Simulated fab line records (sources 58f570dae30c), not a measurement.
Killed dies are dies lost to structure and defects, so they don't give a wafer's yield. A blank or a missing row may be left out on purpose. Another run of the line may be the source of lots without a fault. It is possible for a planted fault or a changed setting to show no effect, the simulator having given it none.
Which tool did it?	flow berkeley_cmos170	14 lots with 42 wafers sampled at 4 steps, on a route of 331 steps

== WHAT THE GAUGES READ, wafer by wafer ==
UCB170_SILICIDE_THK_MEAS_03: measures by xrf.
lot	measured	on	SILICIDE_TI_THK (nm)
L293	day 7 00:22	film_metro-03	30.2 30.2 30.4
L295	day 7 14:32	film_metro-03	29.8 29.8 29.6
L296	day 7 14:34	film_metro-02	29.8 29.3 29.6
L297	day 7 15:03	film_metro-02	29.6 29.0 29.4
L294	day 7 14:53	film_metro-03	29.9 29.8 30.3
L301	day 8 16:57	film_metro-04	30.1 30.1 30.0
L307	day 9 17:10	film_metro-03	30.0 30.2 29.9
L309	day 10 05:42	film_metro-04	30.0 30.4 30.1
L310	day 10 05:31	film_metro-02	30.1 30.3 30.1
L312	day 10 19:18	film_metro-03	30.1 30.4 30.4
L314	day 11 09:28	film_metro-03	30.1 30.1 30.3
L315	day 11 09:45	film_metro-04	30.4 30.7 30.8

UCB170_M1_OVL_MEAS_10.
lot	measured	on	M1_OVL (nm)
L293	day 7 06:29	overlay-02	-3 9 -8
L295	day 7 21:58	overlay-01	-11 -3 -7
L296	day 7 22:06	overlay-02	-5 4 -2
L297	day 8 00:18	overlay-02	-6 -7 -9
L294	day 7 23:43	overlay-01	-16 -16 -14
L301	day 8 23:08	overlay-02	-12 -5 -11
L307	day 9 23:08	overlay-01	9 -2 -10
L309	day 10 12:58	overlay-01	1 -2 -1
L310	day 10 12:27	overlay-01	-1 0 -9
L312	day 11 01:03	overlay-02	-5 2 -2
L314	day 11 17:57	overlay-02	-8 -8 -7
L315	day 11 18:08	overlay-02	4 -6 -5

== WHAT TOOL EACH LOT RAN ON (gives the tool, then ch and the chambers of the sampled wafers, and finally the start) ==
lot	UCB170_SPACER_ETCHBACK_03	UCB170_SILICIDE_RTA_04
L293	rie_diel-01 ch 0,1,3, day 6 18:17	rtp_anneal-02 ch 0, day 7 00:25
L295	rie_diel-03 ch 0,2,3, day 7 07:04	rtp_anneal-01 ch 0, day 7 14:35
L296	rie_diel-02 ch 0,1,3, day 7 07:04	rtp_anneal-02 ch 0, day 7 14:38
L297	rie_diel-01 ch 2,3, day 7 07:04	rtp_anneal-02 ch 0, day 7 15:07
L294	rie_diel-03 ch 1,3, day 7 07:08	rtp_anneal-01 ch 0, day 7 14:57
L298	rie_diel-01 ch 2,3, day 8 01:20	-
L299	rie_diel-03 ch 0,1,2, day 8 01:20	-
L301	rie_diel-03 ch 0,1,2, day 8 09:35	rtp_anneal-02 ch 0, day 8 17:01
L307	rie_diel-02 ch 0,1,3, day 9 09:49	rtp_anneal-02 ch 0, day 9 17:14
L309	rie_diel-01 ch 2,3, day 10 00:15	rtp_anneal-01 ch 0, day 10 05:46
L310	rie_diel-03 ch 0,1, day 10 00:15	rtp_anneal-02 ch 0, day 10 05:34
L312	rie_diel-03 ch 2,3, day 10 13:06	rtp_anneal-01 ch 0, day 10 19:22
L314	rie_diel-03 ch 0,1,2, day 11 02:05	rtp_anneal-02 ch 0, day 11 09:31
L315	rie_diel-02 ch 1,3, day 11 02:05	rtp_anneal-01 ch 0, day 11 09:49
- UCB170_SPACER_ETCHBACK_03: etches SiO2 in CHF3/CF4/Ar, stops on Si, target depth 376 nm, time 100 s.
- UCB170_SILICIDE_RTA_04: time 15 s.

== AS READ BY THE TOOLS THEMSELVES (means over the sampled wafers that have a number; for cases with no such wafer, the mark the record gives instead) ==
UCB170_SPACER_ETCHBACK_03.
lot	tool	CHF3_flow_sccm (sccm)	cf4_flow_sccm (sccm)	drypump_motor_current_A (A)	oes_product_au (a.u.)	throttle_valve_pct (%)
L293	rie_diel-01	49.90	10.02	6.1	0.895	6.45
L295	rie_diel-03	50.01	10.01	5.8	0.916	6.48
L296	rie_diel-02	49.90	9.97	6.0	0.900	6.41
L297	rie_diel-01	50.09	9.99	6.5	0.911	6.39
L294	rie_diel-03	49.96	10.01	5.8	0.907	6.50
L298	rie_diel-01	-	-	-	-	-
L299	rie_diel-03	-	-	-	-	-
L301	rie_diel-03	50.10	9.99	5.7	0.917	6.47
L307	rie_diel-02	50.07	9.99	6.0	0.896	6.40
L309	rie_diel-01	50.06	9.99	6.5	0.918	6.39
L310	rie_diel-03	49.91	10.06	5.8	0.908	6.51
L312	rie_diel-03	49.95	9.97	5.7	0.929	6.44
L314	rie_diel-03	50.18	10.02	5.8	0.908	6.48
L315	rie_diel-02	49.99	10.02	6.0	0.898	6.43

UCB170_SILICIDE_RTA_04.
lot	tool	lamp_power_pct (%)	wafer_temp_C_max
L293	rtp_anneal-02	13.0	652.2
L295	rtp_anneal-01	11.6	653.1
L296	rtp_anneal-02	13.0	652.7
L297	rtp_anneal-02	13.0	652.5
L294	rtp_anneal-01	11.5	653.1
L301	rtp_anneal-02	13.0	652.6
L307	rtp_anneal-02	13.0	652.3
L309	rtp_anneal-01	11.5	653.4
L310	rtp_anneal-02	13.0	653.3
L312	rtp_anneal-01	11.6	653.1
L314	rtp_anneal-02	13.0	652.9
L315	rtp_anneal-01	11.5	652.9

== THE ANSWER, worked out from the rows above alone ==
Rule: usual is defined by the lots themselves. Put in order of their means at a reading, lots are off if they are a third of the lots or fewer, leave a main group of 4 or more, and stand apart from it by a gap of 3 or more times the standard deviation of the main group's means; of several such gaps the widest counts. If all means in a main group match to the digits the tables above print for the reading, that group is not used. A lot without any number at a reading at which 4 lots or more have one is off too. Where the step has rows for the other lots, those lots are counted as sound. First the gauges in route order, then the tools' own readings, where a lot's mean is used as printed above. The first step at which some lot is off is used, and at that step the reading that is off furthest; a lot without a number counts as furthest.
Off: L298, L299, at UCB170_SPACER_ETCHBACK_03 (CHF3_flow_sccm). Without a number there: L298, L299. Mean 50.01 sccm and standard deviation 0.087 in the main group.
A tool fits if, at that step or a process step before it, it ran every lot that is off, and no sound lot after the first of them. None of those tried fits.

== WHAT HAD BEEN PUT IN BY THE SIMULATOR ==
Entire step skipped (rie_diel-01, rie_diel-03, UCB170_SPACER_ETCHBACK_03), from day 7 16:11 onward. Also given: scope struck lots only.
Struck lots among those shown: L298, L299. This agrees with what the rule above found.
